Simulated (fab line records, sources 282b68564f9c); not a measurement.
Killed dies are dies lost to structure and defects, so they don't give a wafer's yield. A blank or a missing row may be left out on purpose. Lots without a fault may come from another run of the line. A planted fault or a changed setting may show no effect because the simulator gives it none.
Split-lot experiment | flow rit_cmos | 5 lots, 23 wafers read, on a route of 202 steps

THE SPLIT
At RIT_FOX2_OXIDATION_00 (target thk 350.7 nm, ox time 1130 s), the setting temp_c was moved away from the recipe's 1100 C on 15 of the 23 wafers read, by -1.8% to +2.4%. The other wafers ran this setting at the recipe's value.

FROM THE SPLIT TO THE READING: what the file shows between them, 3 steps
- RIT_FOX2_THK_MEAS_01
- RIT_FOX2_CLEAN_02: cleans in dHF, time 180 s
- RIT_FOX2_WET_ETCH_03: etches Si3N4 in H3PO4, target depth 195 nm, time 2700 s

THE READING
FIELD_OXIDE_LEFT_1_THK, in nm, at RIT_FOX2_THK_MEAS_90. Fault-free wafers of this fab line usually give 324 nm, standard deviation 6 nm.

wafer  | tool, chamber at the split | temp_c as run, C | against the recipe | FIELD_OXIDE_LEFT_1_THK, nm | against lot-mates on the recipe
L074.2 | -, -                       | 1114             | +1.3%              | 349                        | no lot-mate on the recipe
L074.3 | -, -                       | 1114             | +1.3%              | 353                        | no lot-mate on the recipe
L074.4 | -, -                       | 1114             | +1.3%              | 348                        | no lot-mate on the recipe
L074.5 | -, -                       | 1114             | +1.3%              | 351                        | no lot-mate on the recipe
L074.6 | -, -                       | 1114             | +1.3%              | 350                        | no lot-mate on the recipe
L075.1 | furnace-03, 0              | 1100             | recipe             | 321                        | -
L075.4 | furnace-03, 0              | 1100             | recipe             | 328                        | -
L075.6 | furnace-03, 0              | 1100             | recipe             | 325                        | -
L076.1 | -, -                       | 1100             | recipe             | 328                        | -
L076.2 | -, -                       | 1100             | recipe             | 324                        | -
L076.3 | -, -                       | 1100             | recipe             | 320                        | -
L076.4 | -, -                       | 1100             | recipe             | 323                        | -
L076.5 | -, -                       | 1100             | recipe             | 324                        | -
L081.1 | -, -                       | 1080             | -1.8%              | 290                        | no lot-mate on the recipe
L081.3 | -, -                       | 1080             | -1.8%              | 290                        | no lot-mate on the recipe
L081.4 | -, -                       | 1080             | -1.8%              | 285                        | no lot-mate on the recipe
L081.5 | -, -                       | 1080             | -1.8%              | 286                        | no lot-mate on the recipe
L081.6 | -, -                       | 1080             | -1.8%              | 285                        | no lot-mate on the recipe
L083.1 | -, -                       | 1126             | +2.4%              | 360                        | no lot-mate on the recipe
L083.2 | -, -                       | 1126             | +2.4%              | 361                        | no lot-mate on the recipe
L083.3 | -, -                       | 1126             | +2.4%              | 362                        | no lot-mate on the recipe
L083.4 | -, -                       | 1126             | +2.4%              | 362                        | no lot-mate on the recipe
L083.5 | -, -                       | 1126             | +2.4%              | 361                        | no lot-mate on the recipe

THE FIT
A straight line over all 23 wafers: FIELD_OXIDE_LEFT_1_THK changes by +18.1 nm for each +1% of temp_c; r = +0.99; the points scatter about the line by 4 nm.
Too few moved wafers have a lot-mate on the recipe to fit a line with each lot's own level taken away.

THE WHOLE CHAIN: every reading that the file lists as answering this split, in the file's order
step                  | what it does                        | reading                                                                           | change (the file's fit)              | r (the file's)
RIT_FOX2_OXIDATION_00 | target thk 350.7 nm, ox time 1130 s | SiO2_of_FOX2_OXIDATION_00.thk_nm (the simulator's own value, which no gauge read) | +18.1 nm for each +1% of the setting | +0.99
RIT_FOX2_THK_MEAS_01  |                                     | FOX2_OXIDE_THK                                                                    | +18.1 for each +1% of the setting    | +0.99
RIT_FOX2_THK_MEAS_90  |                                     | FIELD_OXIDE_LEFT_1_THK                                                            | +18.1 for each +1% of the setting    | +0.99

THE FILE'S OWN FIT
FIELD_OXIDE_LEFT_1_THK changes by +18.1 nm for each +1% of temp_c, r = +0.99.
